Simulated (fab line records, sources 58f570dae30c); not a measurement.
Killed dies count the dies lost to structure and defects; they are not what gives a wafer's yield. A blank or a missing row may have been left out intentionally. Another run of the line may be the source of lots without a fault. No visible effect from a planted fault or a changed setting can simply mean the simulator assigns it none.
fab line records | flow berkeley_cmos170
[record] lots = 5 | wafers = 23
route steps=331 shown V1@264 M2@283 V2@292
start_h: the number of hours between the record's first day and the start of the first shown wafer of the lot | wait_h: time in hours since the lot's previous step | " same as the row above | L1.1+2: a single row standing in for several wafers | - value missing, or start not given | * or withheld: withheld | < > ~ a bound
route shown NAME@n: names a module that has steps shown in the file, with the first one's number in the route | usual: mean/standard deviation of fault-free wafers | same: alike in all rows | chamber/n: place in a boat | sites: each site's reading | _std_site: standard deviation of those values | _edge_site: mean of outer sites minus mean of inner sites | radius_mm: for every site, how far away it sits from the centre of the wafer | mask NAME#n: copy n | behind: the most recent tool/chamber to have shaped the wafer | hold: reason for holding the lot/hours on hold/outcome of the hold | device: which transistor (n, p or np) failed to switch | end of line: tests run on the same wafers once the route is complete | where a step has no rows: the recipe by itself | killed: dies that structure and defects cost at the first sort, which is not the same as the wafer's yield | map: a wafer's dies, x killed, . not, _ none there
set.NAME: the setting that was run; set.NAME@STEP: the one run at that earlier step | model.NAME: the simulator's own value behind a step, which no gauge read
lots where settings were altered on purpose, with a table for each step and a row for each wafer
[[steps]]
[step UCB170_V1_PEB_10]
[recipe] peb_temp_c = 130 | peb_time_s = withheld | resist = KrF
lot.wafer      | tool           | chamber | start_h | wait_h | set.peb_temp_c
L075.1+4       | litho_track-01 | 0       | 178.46  | 0.4    | 133.2
L075.2+3+6     | "              | 0       | "       | "      | 130
L074.1+3+4     | litho_track-01 | 0       | 182.56  | 0.4    | 130
L079.1+5       | litho_track-01 | 0       | 194.87  | 0.1    | 130
L079.2+3+4     | "              | 0       | "       | "      | 127.4
L081.1+2+3+5+6 | litho_track-02 | 0       | 209.56  | 0.1    | 130
L083.1+3+6     | litho_track-02 | 0       | 218.04  | 0.3    | 127.4
L083.2+5       | "              | 0       | "       | "      | 130
[step UCB170_V1_DEVELOP_11]
[recipe] developer = TMAH | develop_time_s = 45 | resist = KrF | dev_temp_c = 21
[step UCB170_V1_CD_MEAS_12]
[recipe] target_cd_nm = 700
[usual] cd_nm = 699.4/1.5
lot.wafer | tool      | chamber | start_h | wait_h | set.peb_temp_c@V1_PEB_10 | cd_nm
L075.1    | cd_sem-01 | -       | 178.73  | -      | 133.2                    | 718.2
L075.2    | "         | -       | "       | "      | 130                      | 699.5
L075.3    | "         | -       | "       | "      | 130                      | 700.0
L075.4    | "         | -       | "       | "      | 133.2                    | 717.5
L075.6    | "         | -       | "       | "      | 130                      | 700.0
L074.1    | cd_sem-01 | -       | 182.85  | -      | 130                      | 700.1
L074.3    | "         | -       | "       | "      | 130                      | 699.8
L074.4    | "         | -       | "       | "      | 130                      | 700.3
L079.1    | cd_sem-01 | -       | 195.24  | -      | 130                      | 700.5
L079.2    | "         | -       | "       | "      | 127.4                    | 680.5
L079.3    | "         | -       | "       | "      | 127.4                    | 682.3
L079.4    | "         | -       | "       | "      | 127.4                    | 682.2
L079.5    | "         | -       | "       | "      | 130                      | 700.3
L081.1    | cd_sem-01 | -       | 209.83  | -      | 130                      | 698.8
L081.2    | "         | -       | "       | "      | 130                      | 698.3
L081.3    | "         | -       | "       | "      | 130                      | 696.9
L081.5    | "         | -       | "       | "      | 130                      | 698.1
L081.6    | "         | -       | "       | "      | 130                      | 697.7
L083.1    | cd_sem-01 | -       | 218.32  | -      | 127.4                    | 680.5
L083.2    | "         | -       | "       | "      | 130                      | 699.7
L083.3    | "         | -       | "       | "      | 127.4                    | 679.8
L083.5    | "         | -       | "       | "      | 130                      | 700.0
L083.6    | "         | -       | "       | "      | 127.4                    | 680.9
[step UCB170_V1_ETCH_14]
[recipe] chemistry = CHF3/CF4/Ar | target = SiO2 | stop_on = Al | CHF3_flow_sccm = 45 | cf4_flow_sccm = 15 | Ar_flow_sccm = 150 | pressure_mtorr = 200 | rf_w = 700 | target_depth_a = 12500 | over_etch_frac = 0.25 | time_s = 291
lot.wafer | tool        | chamber | start_h | wait_h | set.leave_above_ref_nm@V1_CMP_02 | set.peb_temp_c@V1_PEB_10 | model.etch.depth_nm | model.V1.feature_depth_nm | model.V1.cd_nm
L075.1    | rie_diel-03 | 1       | 178.89  | 0.0    | 1000                             | 133.2                    | 999.7               | 999.9                     | 718.3
L075.2    | "           | 0       | "       | "      | 931.5                            | 130                      | 930.6               | 930.6                     | 698.2
L075.3    | "           | 2       | "       | "      | 931.5                            | 130                      | 931.2               | 931.4                     | 700.3
L075.4    | "           | 3       | "       | "      | 931.5                            | 133.2                    | 930.8               | 930.9                     | 718.6
L075.6    | "           | 0       | "       | "      | 1000                             | 130                      | 999.2               | 999.2                     | 699.4
L074.1    | rie_diel-02 | 2       | 183.00  | 0.0    | 1000                             | 130                      | 1000                | 1000                      | 701.3
L074.3    | "           | 0       | "       | "      | 1000                             | 130                      | 998.8               | 998.8                     | 700.4
L074.4    | "           | 1       | "       | "      | 1000                             | 130                      | 998.8               | 999                       | 699.9
L079.1    | rie_diel-02 | 0       | 195.39  | 0.0    | 1024                             | 130                      | 1023                | 1023                      | 700
L079.2    | "           | 2       | "       | "      | 1000                             | 127.4                    | 1000                | 1000                      | 681.8
L079.3    | "           | 1       | "       | "      | 1024                             | 127.4                    | 1023                | 1024                      | 682
L079.4    | "           | 3       | "       | "      | 1024                             | 127.4                    | 1024                | 1024                      | 681.8
L079.5    | "           | 1       | "       | "      | 1000                             | 130                      | 999.5               | 999.7                     | 699.7
L081.1    | rie_diel-01 | 0       | 209.99  | 0.0    | 1000                             | 130                      | 999.4               | 999.4                     | 698.7
L081.2    | "           | 1       | "       | "      | 1000                             | 130                      | 999.1               | 999.4                     | 698.9
L081.3    | "           | 2       | "       | "      | 1000                             | 130                      | 1000                | 1000                      | 698.7
L081.5    | "           | 2       | "       | "      | 929.9                            | 130                      | 929.2               | 929.2                     | 699.2
L081.6    | "           | 1       | "       | "      | 929.9                            | 130                      | 930                 | 930.3                     | 698.3
L083.1    | rie_diel-03 | 2       | 218.47  | 0.0    | 952.1                            | 127.4                    | 952.1               | 952.2                     | 680.7
L083.2    | "           | 1       | "       | "      | 952.1                            | 130                      | 951.5               | 951.7                     | 700.4
L083.3    | "           | 0       | "       | "      | 1000                             | 127.4                    | 999.3               | 999.3                     | 679.7
L083.5    | "           | 1       | "       | "      | 1000                             | 130                      | 1000                | 1000                      | 700.4
L083.6    | "           | 0       | "       | "      | 1000                             | 127.4                    | 999.7               | 999.7                     | 679.9
[step UCB170_V1_STRIP_15]
[recipe] chemistry = O2 | power_w = 400 | pressure_mtorr = 3500 | platen_temp_c = withheld | o2_flow_sccm = 400 | overash_fraction = 0.5
[step UCB170_V1_CD_MEAS_90]
[recipe] target_cd_nm = 700
[usual] cd_nm = 699.5/1.5
lot.wafer | tool      | chamber | start_h | wait_h | set.peb_temp_c@V1_PEB_10 | cd_nm
L075.1    | cd_sem-01 | -       | 179.17  | 0.1    | 133.2                    | 718.2
L075.2    | "         | -       | "       | "      | 130                      | 698.7
L075.3    | "         | -       | "       | "      | 130                      | 700.2
L075.4    | "         | -       | "       | "      | 133.2                    | 718.5
L075.6    | "         | -       | "       | "      | 130                      | 699.2
L074.1    | cd_sem-01 | -       | 183.28  | 0.1    | 130                      | 701.2
L074.3    | "         | -       | "       | "      | 130                      | 700.3
L074.4    | "         | -       | "       | "      | 130                      | 700.1
L079.1    | cd_sem-01 | -       | 195.87  | 0.3    | 130                      | 699.8
L079.2    | "         | -       | "       | "      | 127.4                    | 681.9
L079.3    | "         | -       | "       | "      | 127.4                    | 681.8
L079.4    | "         | -       | "       | "      | 127.4                    | 681.7
L079.5    | "         | -       | "       | "      | 130                      | 699.6
L081.1    | cd_sem-02 | -       | 210.27  | 0.1    | 130                      | 699.0
L081.2    | "         | -       | "       | "      | 130                      | 699.3
L081.3    | "         | -       | "       | "      | 130                      | 698.6
L081.5    | "         | -       | "       | "      | 130                      | 699.4
L081.6    | "         | -       | "       | "      | 130                      | 698.4
L083.1    | cd_sem-02 | -       | 218.75  | 0.1    | 127.4                    | 680.9
L083.2    | "         | -       | "       | "      | 130                      | 700.2
L083.3    | "         | -       | "       | "      | 127.4                    | 679.4
L083.5    | "         | -       | "       | "      | 130                      | 700.1
L083.6    | "         | -       | "       | "      | 127.4                    | 679.7
[step UCB170_M2_EXPOSE_12]
[recipe] mask_id = METAL2 | target_cd_nm = 700 | na = 0.5 | sigma_outer = 0.6 | source_shape = conventional | dose_mj = 26
lot.wafer      | tool           | chamber | start_h | wait_h | mask     | set.dose_mj
L075.1+2+4     | krf_scanner-02 | 0       | 181.66  | -      | METAL2#0 | 27.66
L075.3+6       | "              | 0       | "       | "      | METAL2#0 | 26
L074.1+3+4     | krf_scanner-02 | 0       | 185.60  | -      | METAL2#0 | 26
L079.1+3+5     | krf_scanner-02 | 0       | 197.94  | -      | METAL2#0 | 26
L079.2+4       | "              | 0       | "       | "      | METAL2#0 | 24.47
L081.1+2+3+5+6 | krf_scanner-01 | 0       | 212.10  | -      | METAL2#0 | 26
L083.1+3       | krf_scanner-01 | 0       | 220.68  | -      | METAL2#0 | 27.92
L083.2+5+6     | "              | 0       | "       | "      | METAL2#0 | 26
[step UCB170_M2_PEB_13]
[recipe] peb_temp_c = 130 | peb_time_s = withheld | resist = KrF
[step UCB170_M2_DEVELOP_14]
[recipe] developer = TMAH | develop_time_s = 45 | resist = KrF | dev_temp_c = 21
[step UCB170_M2_CD_MEAS_15]
[recipe] target_cd_nm = 700
[usual] cd_nm = 700.0/1.7
lot.wafer | tool      | chamber | start_h | wait_h | set.dose_mj@M2_EXPOSE_12 | cd_nm
L075.1    | cd_sem-02 | -       | 182.30  | -      | 27.66                    | 689.3
L075.2    | "         | -       | "       | "      | 27.66                    | 688.6
L075.3    | "         | -       | "       | "      | 26                       | 699.0
L075.4    | "         | -       | "       | "      | 27.66                    | 687.8
L075.6    | "         | -       | "       | "      | 26                       | 699.0
L074.1    | cd_sem-02 | -       | 186.02  | -      | 26                       | 700.8
L074.3    | "         | -       | "       | "      | 26                       | 701.2
L074.4    | "         | -       | "       | "      | 26                       | 701.4
L079.1    | cd_sem-01 | -       | 198.33  | -      | 26                       | 696.8
L079.2    | "         | -       | "       | "      | 24.47                    | 707.5
L079.3    | "         | -       | "       | "      | 26                       | 697.9
L079.4    | "         | -       | "       | "      | 24.47                    | 708.0
L079.5    | "         | -       | "       | "      | 26                       | 697.0
L081.1    | cd_sem-01 | -       | 213.07  | -      | 26                       | 702.6
L081.2    | "         | -       | "       | "      | 26                       | 703.7
L081.3    | "         | -       | "       | "      | 26                       | 702.3
L081.5    | "         | -       | "       | "      | 26                       | 702.3
L081.6    | "         | -       | "       | "      | 26                       | 702.2
L083.1    | cd_sem-01 | -       | 221.73  | -      | 27.92                    | 687.3
L083.2    | "         | -       | "       | "      | 26                       | 698.8
L083.3    | "         | -       | "       | "      | 27.92                    | 687.0
L083.5    | "         | -       | "       | "      | 26                       | 699.7
L083.6    | "         | -       | "       | "      | 26                       | 699.8
[step UCB170_M2_ETCH_17]
[recipe] chemistry = N2/H2 | target_depth_a = withheld | overetch_a = withheld | target = BARC | time_s = withheld | source_w = 500 | bias_w = 100 | pressure_mtorr = 30 | n2_flow_sccm = 100 | h2_flow_sccm = 200
lot.wafer | tool        | chamber | start_h | wait_h | set.dose_mj@M2_EXPOSE_12 | model.M2.cd_nm
L075.1+2  | rie_diel-02 | 3,0     | 182.46  | 0.0    | 27.66                    | 689.7
L075.3    | "           | 2       | "       | "      | 26                       | 698.8
L075.4    | "           | 1       | "       | "      | 27.66                    | 688.4
L075.6    | "           | 2       | "       | "      | 26                       | 698.9
L074.1    | rie_diel-04 | 0       | 186.18  | 0.0    | 26                       | 700.4
L074.3    | "           | 1       | "       | "      | 26                       | 701.1
L074.4    | "           | 2       | "       | "      | 26                       | 700
L079.1    | rie_diel-03 | 0       | 198.48  | 0.0    | 26                       | 696.5
L079.2    | "           | 3       | "       | "      | 24.47                    | 707.8
L079.3    | "           | 1       | "       | "      | 26                       | 698.4
L079.4    | "           | 3       | "       | "      | 24.47                    | 708.3
L079.5    | "           | 0       | "       | "      | 26                       | 696.6
L081.1    | rie_diel-03 | 0       | 213.22  | 0.0    | 26                       | 701.9
L081.2    | "           | 1       | "       | "      | 26                       | 703.8
L081.3    | "           | 3       | "       | "      | 26                       | 702.2
L081.5    | "           | 3       | "       | "      | 26                       | 702.9
L081.6    | "           | 0       | "       | "      | 26                       | 701.1
L083.1    | rie_diel-03 | 2       | 221.88  | 0.0    | 27.92                    | 686.2
L083.2    | "           | 3       | "       | "      | 26                       | 698.4
L083.3    | "           | 0       | "       | "      | 27.92                    | 686.6
L083.5    | "           | 1       | "       | "      | 26                       | 699.4
L083.6    | "           | 0       | "       | "      | 26                       | 699.2
[step UCB170_M2_METAL_ETCH_18]
[recipe] chemistry = Cl2/BCl3 | target = Al | stop_on = SiO2 | pressure_mtorr = 12 | target_depth_a = 11700 | over_etch_frac = 0.3 | time_s = 195 | icp_w = 600 | bias_w = 120 | Cl2_flow_sccm = 90 | bcl3_flow_sccm = 45
lot.wafer | tool         | chamber | start_h | wait_h | set.leave_above_ref_nm@V1_CMP_02 | set.dose_mj@M2_EXPOSE_12 | model.SiO2_of_V1_CVD_00.thk_nm | model.M2.cd_nm
L075.1    | rie_metal-01 | 0       | 182.50  | -      | 1000                             | 27.66                    | 937.3                          | 685.4
L075.2    | "            | 1       | "       | "      | 931.5                            | 27.66                    | 871                            | 688.8
L075.3    | "            | 1       | "       | "      | 931.5                            | 26                       | 872.4                          | 698.7
L075.4    | "            | 0       | "       | "      | 931.5                            | 27.66                    | 868.1                          | 683.6
L075.6    | "            | 0       | "       | "      | 1000                             | 26                       | 936.9                          | 694.8
L074.1    | rie_metal-01 | 1       | 186.22  | -      | 1000                             | 26                       | 940.4                          | 704.1
L074.3    | "            | 1       | "       | "      | 1000                             | 26                       | 938.6                          | 701.7
L074.4    | "            | 0       | "       | "      | 1000                             | 26                       | 935.5                          | 699.5
L079.1    | rie_metal-04 | 0       | 198.53  | -      | 1024                             | 26                       | 963.7                          | 695.5
L079.2    | "            | 1       | "       | "      | 1000                             | 24.47                    | 938.2                          | 711.3
L079.3    | "            | 1       | "       | "      | 1024                             | 26                       | 961.5                          | 704.5
L079.4    | "            | 0       | "       | "      | 1024                             | 24.47                    | 965.5                          | 708.3
L079.5    | "            | 1       | "       | "      | 1000                             | 26                       | 937.5                          | 698.9
L081.1    | rie_metal-01 | 1       | 213.27  | -      | 1000                             | 26                       | 940                            | 701.5
L081.2    | "            | 0       | "       | "      | 1000                             | 26                       | 936.9                          | 703.2
L081.3    | "            | 1       | "       | "      | 1000                             | 26                       | 940.9                          | 702.5
L081.5    | "            | 0       | "       | "      | 929.9                            | 26                       | 866.8                          | 701.8
L081.6    | "            | 1       | "       | "      | 929.9                            | 26                       | 871.1                          | 700.2
L083.1    | rie_metal-03 | 1       | 221.92  | -      | 952.1                            | 27.92                    | 890.8                          | 682
L083.2    | "            | 0       | "       | "      | 952.1                            | 26                       | 892.3                          | 706.5
L083.3    | "            | 1       | "       | "      | 1000                             | 27.92                    | 937.8                          | 684.5
L083.5    | "            | 0       | "       | "      | 1000                             | 26                       | 940.4                          | 705.6
L083.6    | "            | 1       | "       | "      | 1000                             | 26                       | 938.1                          | 694.4
[step UCB170_M2_STRIP_19]
[recipe] chemistry = O2 | power_w = 400 | pressure_mtorr = 3500 | platen_temp_c = withheld | o2_flow_sccm = 400 | overash_fraction = 0.5
[step UCB170_M2_CD_MEAS_90]
[recipe] target_cd_nm = 700
[usual] cd_nm = 701/4.7
lot.wafer | tool      | chamber | start_h | wait_h | set.dose_mj@M2_EXPOSE_12 | cd_nm
L075.1    | cd_sem-02 | -       | 182.79  | 0.1    | 27.66                    | 685
L075.2    | "         | -       | "       | "      | 27.66                    | 689
L075.3    | "         | -       | "       | "      | 26                       | 699
L075.4    | "         | -       | "       | "      | 27.66                    | 684
L075.6    | "         | -       | "       | "      | 26                       | 695
L074.1    | cd_sem-01 | -       | 186.51  | 0.1    | 26                       | 704
L074.3    | "         | -       | "       | "      | 26                       | 702
L074.4    | "         | -       | "       | "      | 26                       | 699
L079.1    | cd_sem-02 | -       | 198.81  | 0.1    | 26                       | 695
L079.2    | "         | -       | "       | "      | 24.47                    | 711
L079.3    | "         | -       | "       | "      | 26                       | 705
L079.4    | "         | -       | "       | "      | 24.47                    | 708
L079.5    | "         | -       | "       | "      | 26                       | 699
L081.1    | cd_sem-01 | -       | 213.55  | 0.1    | 26                       | 701
L081.2    | "         | -       | "       | "      | 26                       | 703
L081.3    | "         | -       | "       | "      | 26                       | 703
L081.5    | "         | -       | "       | "      | 26                       | 702
L081.6    | "         | -       | "       | "      | 26                       | 700
L083.1    | cd_sem-02 | -       | 222.21  | 0.1    | 27.92                    | 682
L083.2    | "         | -       | "       | "      | 26                       | 707
L083.3    | "         | -       | "       | "      | 27.92                    | 685
L083.5    | "         | -       | "       | "      | 26                       | 706
L083.6    | "         | -       | "       | "      | 26                       | 695
[step UCB170_V2_CVD_00]
[recipe] material = SiO2 | target_thk_nm = 2000 | temp_c = 390 | precursor = TEOS/O2 | time_s = 250 | rf_w = 550 | pressure_mtorr = 9000
lot.wafer | tool     | chamber | start_h | wait_h | set.time_s | model.SiO2_of_V2_CVD_00.thk_nm
L075.1    | pecvd-04 | 2       | 182.91  | 0.1    | 218.7      | 1786
L075.2    | "        | 0       | "       | "      | 250        | 1990
L075.3    | "        | 1       | "       | "      | 218.7      | 1777
L075.4    | "        | 2       | "       | "      | 218.7      | 1778
L075.6    | "        | 1       | "       | "      | 250        | 2041
L074.1    | pecvd-04 | 1       | 186.63  | 0.1    | 250        | 2030
L074.3    | "        | 2       | "       | "      | 250        | 1984
L074.4    | "        | 1       | "       | "      | 250        | 2042
L079.1    | pecvd-03 | 2       | 198.93  | 0.1    | 250        | 1972
L079.2    | "        | 0       | "       | "      | 250        | 1976
L079.3    | "        | 1       | "       | "      | 250        | 1961
L079.4    | "        | 1       | "       | "      | 250        | 2002
L079.5    | "        | 2       | "       | "      | 250        | 2011
L081.1    | pecvd-03 | 1       | 213.67  | 0.1    | 280.2      | 2203
L081.2    | "        | 0       | "       | "      | 280.2      | 2194
L081.3    | "        | 2       | "       | "      | 250        | 1992
L081.5    | "        | 2       | "       | "      | 250        | 2003
L081.6    | "        | 0       | "       | "      | 250        | 1991
L083.1    | pecvd-03 | 0       | 222.33  | 0.1    | 230.4      | 1825
L083.2    | "        | 1       | "       | "      | 230.4      | 1810
L083.3    | "        | 2       | "       | "      | 250        | 1983
L083.5    | "        | 1       | "       | "      | 230.4      | 1858
L083.6    | "        | 0       | "       | "      | 250        | 2007
[step UCB170_V2_THK_MEAS_01]
[recipe] reads = SiO2_of_V2_CVD_00
[usual] V2_TEOS_THK = 1999/26
lot.wafer | tool          | chamber | start_h | wait_h | set.time_s@V2_CVD_00 | V2_TEOS_THK[nm]
L075.1    | film_metro-01 | -       | 183.12  | 0.1    | 218.7                | 1786
L075.2    | "             | -       | "       | "      | 250                  | 1991
L075.3    | "             | -       | "       | "      | 218.7                | 1777
L075.4    | "             | -       | "       | "      | 218.7                | 1779
L075.6    | "             | -       | "       | "      | 250                  | 2042
L074.1    | film_metro-02 | -       | 186.79  | 0.1    | 250                  | 2030
L074.3    | "             | -       | "       | "      | 250                  | 1985
L074.4    | "             | -       | "       | "      | 250                  | 2043
L079.1    | film_metro-02 | -       | 199.09  | 0.1    | 250                  | 1970
L079.2    | "             | -       | "       | "      | 250                  | 1977
L079.3    | "             | -       | "       | "      | 250                  | 1961
L079.4    | "             | -       | "       | "      | 250                  | 2003
L079.5    | "             | -       | "       | "      | 250                  | 2012
L081.1    | film_metro-01 | -       | 213.83  | 0.1    | 280.2                | 2202
L081.2    | "             | -       | "       | "      | 280.2                | 2194
L081.3    | "             | -       | "       | "      | 250                  | 1991
L081.5    | "             | -       | "       | "      | 250                  | 2002
L081.6    | "             | -       | "       | "      | 250                  | 1991
L083.1    | film_metro-02 | -       | 222.49  | 0.1    | 230.4                | 1826
L083.2    | "             | -       | "       | "      | 230.4                | 1809
L083.3    | "             | -       | "       | "      | 250                  | 1984
L083.5    | "             | -       | "       | "      | 230.4                | 1857
L083.6    | "             | -       | "       | "      | 250                  | 2006
[step UCB170_V2_ETCH_14]
[recipe] chemistry = CHF3/CF4/Ar | target = SiO2 | stop_on = Al | CHF3_flow_sccm = 45 | cf4_flow_sccm = 15 | Ar_flow_sccm = 150 | pressure_mtorr = 200 | rf_w = 700 | target_depth_a = 12500 | over_etch_frac = 0.25 | time_s = 291
[usual] oes_product_au = 0.882/0.014
lot.wafer | tool        | chamber | start_h | wait_h | set.time_s | oes_product_au | model.KrF_of_V2_COAT_07.thk_nm
L075.1    | rie_diel-01 | 1       | 185.60  | 0.0    | 291        | 0.883          | 610.6
L075.2    | "           | 0       | "       | "      | 291        | 0.897          | 612.2
L075.3    | "           | 2       | "       | "      | 247.4      | 0.965          | 652.1
L075.4    | "           | 3       | "       | "      | 247.4      | 0.972          | 658.6
L075.6    | "           | 0       | "       | "      | 291        | 0.909          | 607.9
L074.1    | rie_diel-01 | 1       | 189.53  | 0.0    | 291        | 0.874          | 603.2
L074.3    | "           | 2       | "       | "      | 291        | 0.880          | 604.8
L074.4    | "           | 3       | "       | "      | 291        | 0.887          | 611.1
L079.1    | rie_diel-04 | 1       | 202.31  | 0.0    | 305.2      | 0.885          | 599
L079.2    | "           | 0       | "       | "      | 291        | 0.883          | 615.2
L079.3    | "           | 2       | "       | "      | 291        | 0.881          | 608.4
L079.4    | "           | 3       | "       | "      | 305.2      | 0.847          | 599.5
L079.5    | "           | 3       | "       | "      | 305.2      | 0.844          | 600.2
L081.1    | rie_diel-01 | 0       | 216.85  | 0.0    | 291        | 0.894          | 605.7
L081.2    | "           | 2       | "       | "      | 291        | 0.882          | 608.1
L081.3    | "           | 2       | "       | "      | 291        | 0.881          | 612.5
L081.5    | "           | 0       | "       | "      | 291        | 0.903          | 604.7
L081.6    | "           | 2       | "       | "      | 291        | 0.877          | 607.7
L083.1    | rie_diel-04 | 0       | 224.32  | 0.0    | 291        | 0.873          | 613.4
L083.2    | "           | 1       | "       | "      | 291        | 0.885          | 612.8
L083.3    | "           | 2       | "       | "      | 291        | 0.877          | 607.8
L083.5    | "           | 1       | "       | "      | 291        | 0.879          | 607.6
L083.6    | "           | 0       | "       | "      | 291        | 0.875          | 612.8
[step UCB170_V2_STRIP_15]
[recipe] chemistry = O2 | power_w = 400 | pressure_mtorr = 3500 | platen_temp_c = withheld | o2_flow_sccm = 400 | overash_fraction = 0.5
[usual] strip_time_to_endpoint_s = 15.32/0.095
lot.wafer | tool            | chamber | start_h | wait_h | set.time_s@V2_ETCH_14 | strip_time_to_endpoint_s
L075.1    | plasma_asher-02 | 1       | 185.78  | 0.1    | 291                   | 15.31
L075.2    | "               | 0       | "       | "      | 291                   | 15.36
L075.3    | "               | 1       | "       | "      | 247.4                 | 16.24
L075.4    | "               | 0       | "       | "      | 247.4                 | 16.40
L075.6    | "               | 1       | "       | "      | 291                   | 15.24
L074.1    | plasma_asher-01 | 1       | 189.71  | 0.1    | 291                   | 15.15
L074.3    | "               | 0       | "       | "      | 291                   | 15.19
L074.4    | "               | 1       | "       | "      | 291                   | 15.33
L079.1    | plasma_asher-01 | 0       | 202.49  | 0.1    | 305.2                 | 15.04
L079.2    | "               | 1       | "       | "      | 291                   | 15.44
L079.3    | "               | 0       | "       | "      | 291                   | 15.28
L079.4    | "               | 1       | "       | "      | 305.2                 | 15.06
L079.5    | "               | 0       | "       | "      | 305.2                 | 15.08
L081.1    | plasma_asher-01 | 1       | 217.12  | 0.2    | 291                   | 15.22
L081.2    | "               | 0       | "       | "      | 291                   | 15.28
L081.3    | "               | 1       | "       | "      | 291                   | 15.37
L081.5    | "               | 0       | "       | "      | 291                   | 15.18
L081.6    | "               | 1       | "       | "      | 291                   | 15.26
L083.1    | plasma_asher-04 | 0       | 224.50  | 0.1    | 291                   | 15.40
L083.2    | "               | 1       | "       | "      | 291                   | 15.39
L083.3    | "               | 0       | "       | "      | 291                   | 15.27
L083.5    | "               | 0       | "       | "      | 291                   | 15.26
L083.6    | "               | 1       | "       | "      | 291                   | 15.37
[[key]]
[split] step = UCB170_V1_PEB_10 | setting = peb_temp_c | stated = 130 | by = wafer
[response] step = UCB170_V1_CD_MEAS_12 | reading = cd_nm | change = +8.58 | per = 1% | r = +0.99
[response] step = UCB170_V1_ETCH_14 | reading = model.V1.cd_nm | change = +8.8 | per = 1% | r = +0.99
[response] step = UCB170_V1_CD_MEAS_90 | reading = cd_nm | change = +8.74 | per = 1% | r = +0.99
[split] step = UCB170_M2_EXPOSE_12 | setting = dose_mj | stated = 26 | by = wafer
[response] step = UCB170_M2_CD_MEAS_15 | reading = cd_nm | change = -1.69 | per = 1% | r = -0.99
[response] step = UCB170_M2_ETCH_17 | reading = model.M2.cd_nm | change = -1.68 | per = 1% | r = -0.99
[response] step = UCB170_M2_METAL_ETCH_18 | reading = model.M2.cd_nm | change = -2.07 | per = 1% | r = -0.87
[response] step = UCB170_M2_CD_MEAS_90 | reading = cd_nm | change = -2.07 | per = 1% | r = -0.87
[split] step = UCB170_V2_CVD_00 | setting = time_s | stated = 250 | by = wafer
[response] step = UCB170_V2_CVD_00 | reading = model.SiO2_of_V2_CVD_00.thk_nm | change = +18.4 | per = 1% | r = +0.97
[response] step = UCB170_V2_THK_MEAS_01 | reading = V2_TEOS_THK | change = +18.4 | per = 1% | r = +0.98
[split] step = UCB170_V2_ETCH_14 | setting = time_s | stated = 291 | by = wafer
[response] step = UCB170_V2_ETCH_14 | reading = oes_product_au | change = -0.0048 | per = 1% | r = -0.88
[response] step = UCB170_V2_ETCH_14 | reading = model.KrF_of_V2_COAT_07.thk_nm | change = -2.96 | per = 1% | r = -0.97
[response] step = UCB170_V2_STRIP_15 | reading = strip_time_to_endpoint_s | change = * | per = 1% | r = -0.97
split outside_this_file step=UCB170_V1_CMP_02 setting=leave_above_ref_nm
// split outside_this_file: this setting was split too, and the file shows its column; the key of that split is in another file
